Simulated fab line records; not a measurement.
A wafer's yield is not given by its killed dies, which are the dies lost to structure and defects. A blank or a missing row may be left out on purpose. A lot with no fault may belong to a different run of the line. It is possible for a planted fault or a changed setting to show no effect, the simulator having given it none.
What tool caused it? + flow rit_cmos + 18 wafers from 6 lots sampled at 2 of the route's 202 steps

WHAT THE GAUGES SHOWED, per wafer
RIT_CONTACT_THK_MEAS_01.
| lot  | measured    | on            | CONTACT_TEOS_THK (nm) |
|------|-------------|---------------|-----------------------|
| L880 | day 3 17:21 | film_metro-04 | 404 403 410           |
| L882 | day 4 05:38 | film_metro-02 | 406 413 406           |
| L884 | day 4 16:01 | film_metro-04 | 406 407 419           |
| L886 | day 5 00:20 | film_metro-03 | 406 414 406           |
| L890 | day 6 00:37 | film_metro-04 | 413 410 417           |
| L895 | day 7 02:10 | film_metro-04 | 405 413 417           |

WHAT TOOL EACH LOT RAN ON (gives the tool, then ch and the chambers of the sampled wafers, and finally the start)
| lot  | RIT_CONTACT_CVD_00             |
|------|--------------------------------|
| L880 | pecvd-03 ch 0,1, day 3 17:17   |
| L882 | pecvd-04 ch 0,1,2, day 4 05:35 |
| L884 | pecvd-02 ch 0,1, day 4 15:58   |
| L886 | pecvd-03 ch 1,2, day 5 00:16   |
| L890 | pecvd-02 ch 0,1,2, day 6 00:34 |
| L895 | pecvd-03 ch 0,2, day 7 02:06   |
- RIT_CONTACT_CVD_00: deposits SiO2 from TEOS, target thk 400 nm, time 62.48 s.

THE ANSWER, worked out from the rows above alone
Rule: the lots themselves supply what counts as usual. The widest of any qualifying gaps counts: lots, ordered by their means at a reading, are off when they make up no more than a third of the lots, leave a main group of 4 or more, and stand apart from it by 3 or more times the standard deviation of that group's means. A main group is skipped when, at the precision printed for the reading in the tables above, its means are all equal. A lot without any number at a reading at which 4 lots or more have one is off too. Any other lot the step has rows for is counted as sound.
No lot is off at any reading shown: from this, nothing can be told.

WHAT THE SIMULATOR HAD PUT IN
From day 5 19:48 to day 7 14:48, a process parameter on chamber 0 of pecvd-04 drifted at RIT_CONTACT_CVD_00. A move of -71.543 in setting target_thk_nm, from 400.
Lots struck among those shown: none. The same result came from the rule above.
